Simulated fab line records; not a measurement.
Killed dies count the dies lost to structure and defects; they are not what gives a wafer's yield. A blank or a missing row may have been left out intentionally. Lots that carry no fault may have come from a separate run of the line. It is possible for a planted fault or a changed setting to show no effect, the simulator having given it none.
Split-lot trial	flow berkeley-cmos170	23 wafers read across 5 lots, on a route 331 steps long

## THE SPLIT ITSELF
At UCB170_ACTIVE_EXPOSE_10 (exposes mask ACTIVE, target cd 1200 nm), the setting dose-mj was moved away from the recipe's 20 on 11 of the 23 wafers read, by -5.5% to +6.9%. The other wafers ran this setting at the recipe's value.

## FROM THE SPLIT TO THE READING: what the file shows between them, 5 steps
- UCB170_ACTIVE_PEB_11
- UCB170_ACTIVE_DEVELOP_12: develop time 45 s
- UCB170_ACTIVE_CD_MEAS_13: target cd 1200 nm
- UCB170_ACTIVE_ETCH_15: etches Si3N4 in CH3F/Ar/O2, stops on SiO2, target depth 242 nm, time 151 s
- UCB170_ACTIVE_STRIP_16: strips in O2

## THE READING
At UCB170_ACTIVE_CD_MEAS_90: cd-nm in nanometres, against a target cd of 1200 nm. Typical for fault-free wafers on this fab line: 1199.9 nm, with standard deviation 1.3 nm.

wafer	tool, chamber at the split	dose-mj as run	against the recipe	cd-nm, nm	against lot-mates on the recipe
L077.1	krf-scanner-02, 0	20	recipe	1200.5	-
L077.2	krf-scanner-02, 0	20	recipe	1200.3	-
L077.4	krf-scanner-02, 0	18.89	-5.5%	1208.0	+7.6
L077.5	krf-scanner-02, 0	18.89	-5.5%	1209.9	+9.5
L077.6	krf-scanner-02, 0	18.89	-5.5%	1210.1	+9.7
L078.1	krf-scanner-02, 0	19.36	-3.2%	1208.3	+6.1
L078.2	krf-scanner-02, 0	20	recipe	1202.6	-
L078.4	krf-scanner-02, 0	20	recipe	1201.7	-
L078.5	krf-scanner-02, 0	19.36	-3.2%	1208.5	+6.3
L078.6	krf-scanner-02, 0	19.36	-3.2%	1207.3	+5.1
L079.1	krf-scanner-02, 0	20	recipe	1199.4	-
L079.3	krf-scanner-02, 0	20	recipe	1198.1	-
L079.4	krf-scanner-02, 0	20	recipe	1199.5	-
L079.5	krf-scanner-02, 0	21.37	+6.9%	1187.1	-11.9
L079.6	krf-scanner-02, 0	21.37	+6.9%	1186.6	-12.4
L081.1	krf-scanner-01, 0	19.61	-2.0%	1203.9	+5.5
L081.2	krf-scanner-01, 0	20	recipe	1198.1	-
L081.3	krf-scanner-01, 0	19.61	-2.0%	1203.3	+4.9
L081.4	krf-scanner-01, 0	19.61	-2.0%	1202.2	+3.8
L081.5	krf-scanner-01, 0	20	recipe	1198.7	-
L085.3	krf-scanner-02, 0	20	recipe	1197.6	-
L085.5	krf-scanner-02, 0	20	recipe	1198.2	-
L085.6	krf-scanner-02, 0	20	recipe	1198.4	-

THE FIT
A straight line over all 23 wafers: cd-nm changes by -1.91 nm for each +1% of dose-mj; r = -0.97; the points scatter about the line by 1.6 nm.
The same after taking each lot's own level away (the mean of its wafers on the recipe; 23 wafers): -1.74 nm for each +1%; r = -0.99; scatter 0.83 nm.
The reading moves by 12 nm for the largest change in dose-mj, on that fit.
From 1198.07 to 1202.15 nm: that is the span of the lots' own levels, equal to 3.1 times the standard deviation above.
So the lot-to-lot level changes the slope little: the two slopes agree.
Check: -11.8 nm against its lot-mates is what the line predicts for one of the wafers moved furthest among these (+6.9%) when that wafer is left out of the fit. It came out at -11.9 nm against them.

## FURTHER SPLITS ON THESE WAFERS
These wafers also went through other splits before the reading. Each is held against what the fit with the lots' levels taken away leaves over:
other split on the same wafers	wafers away from the commonest value	r with cd-nm (lot level and that fit taken away)
UCB170_NWELL_IMPLANT_14 energy-kev	7	-0.08
UCB170_ACTIVE_OXIDATION_02 temp-c	18	+0.38

## THE WHOLE CHAIN: every reading that the file lists as answering this split, in the file's order
step	what it does	reading	change (the file's fit)	r (the file's)
UCB170_ACTIVE_CD_MEAS_13	target cd 1200 nm	cd-nm	-1.74 nm for each +1% of the setting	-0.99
UCB170_ACTIVE_ETCH_15	etches Si3N4 in CH3F/Ar/O2, stops on SiO2, target depth 242 nm, time 151 s	ACTIVE.cd-nm (the simulator's own value, which no gauge read)	-1.73 nm for each +1% of the setting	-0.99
UCB170_ACTIVE_CD_MEAS_90	target cd 1200 nm	cd-nm	-1.76 nm for each +1% of the setting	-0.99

## THE FILE'S OWN FIT
cd-nm changes by -1.76 nm for each +1% of dose-mj, r = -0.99.
